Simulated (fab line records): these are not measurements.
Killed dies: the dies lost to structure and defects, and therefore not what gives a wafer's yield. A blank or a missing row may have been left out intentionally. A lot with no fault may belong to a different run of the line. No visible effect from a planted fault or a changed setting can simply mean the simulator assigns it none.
A lot that was struck, set against a sound lot || flow berkeleyCmos170 || 15 steps out of a route of 331
Sound: wafers L739.3, L739.4, L739.6. Struck: wafers L746.1, L746.5. (L746.3 of the same lot was not struck and is left out.) The cause comes at the end.
Per side, at each step with rows, come the tool, then ch with its chambers, and then its first start. Under that, the readings that differ: sound wafers || struck wafers || difference of the means || sigmas: that difference in standard deviations of wafers without a fault.
alike: a reading whose means differ by less than 2 such deviations, as well as words and numbers matching on both sides. not compared: withheld readings; readings where some wafer has no value; bounds like >300 that might hide an equal value; numbers whose values overlap and for which the record gives no deviation.
A row with sigmas, a row that says differs or no value, or rows on one side alone: a step with any of these is where the two part. Numbers that have no deviation but don't overlap get no sigmas and don't part them. Lack of a reading on every wafer of one side parts them only where that side has two or more wafers.

UCB170_CONTACT_STRIP_06: strips in O2.
  sound on plasmaAsher-01 ch 0,1, day 8 19:26; struck on plasmaAsher-02 ch 1, day 10 00:35
{"reading": "drypumpMotorCurrentA (A)", "sound": "4.9 5.5 5.6", "struck": "6.2 6.2", "difference": "+0.9", "sigmas": "+2"}
  alike: oesProductAu, stripTimeToEndpointS
  not compared: rfHoursCounterH
then, 1 step without rows for these wafers: UCB170_CONTACT_CLEAN_07 (cleans in SPM, time 600 s).
UCB170_CONTACT_RTA_08: time 10 s.
  sound on rtpAnneal-01 ch 0, day 8 19:43; struck on rtpAnneal-02 ch 0, day 10 00:51
{"reading": "lampPowerPct (%)", "sound": "21.9 21.9 21.9", "struck": "26.1 26.1", "difference": "+4.2", "sigmas": "+2"}
  alike: chamberO2Ppm, wafer_temp_C_max
then, 6 steps without rows for these wafers: UCB170_CONTACT_COAT_09; UCB170_CONTACT_COAT_10 (resist thk 900 nm); UCB170_CONTACT_SOFTBAKE_11 (time 60 s); UCB170_CONTACT_EXPOSE_12 (exposes mask CONT, target cd 700 nm); UCB170_CONTACT_PEB_13; UCB170_CONTACT_DEVELOP_14 (develop time 45 s).
UCB170_CONTACT_CD_MEAS_15 targets a cd of 700 nm.
  struck on cdSem-01, day 10 01:59; sound on cdSem-01, day 8 21:16
  alike: cdNm
UCB170_CONTACT_OVL_MEAS_16:
  struck on overlay-01, day 10 02:06; sound on overlay-02, day 8 21:22
{"reading": "CONTACT_OVL (nm)", "sound": "-2 -6 -7", "struck": "8 9", "difference": "+14", "sigmas": "+3"}
UCB170_CONTACT_ETCH_17: etches BARC in N2/H2.
  sound on rieDiel-04 ch 0,1,2, day 8 21:23; struck on rieDiel-03 ch 2, day 10 02:08
{"reading": "drypumpMotorCurrentA (A)", "sound": "5.75 5.89 5.43", "struck": "6.24 6.22", "difference": "+0.54", "sigmas": "+2"}
  alike: h2FlowSccm, oesProductAu, rfFwdPowerW, throttleValvePct
UCB170_CONTACT_ETCH_18: etches PSG in CHF3/CF4/Ar, stops on TiSi2, target depth 840 nm, time 195 s.
  sound on rieDiel-04 ch 0,1,2, day 8 21:00; struck on rieDiel-03 ch 2, day 10 02:00
{"reading": "rfFwdPowerW (W)", "sound": "701.3 696.6 696.8", "struck": "807.2 802.9", "difference": "+106.8", "sigmas": "+45"}
{"reading": "model.KrF_of_CONTACT_COAT_10.thkNm (nm)", "sound": "693.9 696.7 691.3", "struck": "682.1 682.1", "difference": -11.9, "sigmas": ""}
  alike: drypumpMotorCurrentA, oesProductAu, throttleValvePct
  not compared: rfHoursCounterH
UCB170_CONTACT_STRIP_19: strips in O2.
  sound on plasmaAsher-03 ch 0,1, day 8 21:35; struck on plasmaAsher-03 ch 0, day 10 02:19
  alike: drypumpMotorCurrentA, oesProductAu
  not compared: rfHoursCounterH
UCB170_M3_PROBE_99:
  struck on prober-01, day 10 18:24; sound on prober-02, day 9 13:15
{"reading": "model.etest.antennaContact.vtShiftV (V)", "sound": "-0.007292 -0.008772 -0.01288", "struck": "-0.01477 -0.01503", "difference": -0.00525, "sigmas": ""}

== WHERE THEY PART ==
First at UCB170_CONTACT_STRIP_06; last, within this record, at UCB170_CONTACT_ETCH_18. Later steps at which nothing parts them and some readings are alike: UCB170_CONTACT_STRIP_19.

WHY: what the simulator had put in
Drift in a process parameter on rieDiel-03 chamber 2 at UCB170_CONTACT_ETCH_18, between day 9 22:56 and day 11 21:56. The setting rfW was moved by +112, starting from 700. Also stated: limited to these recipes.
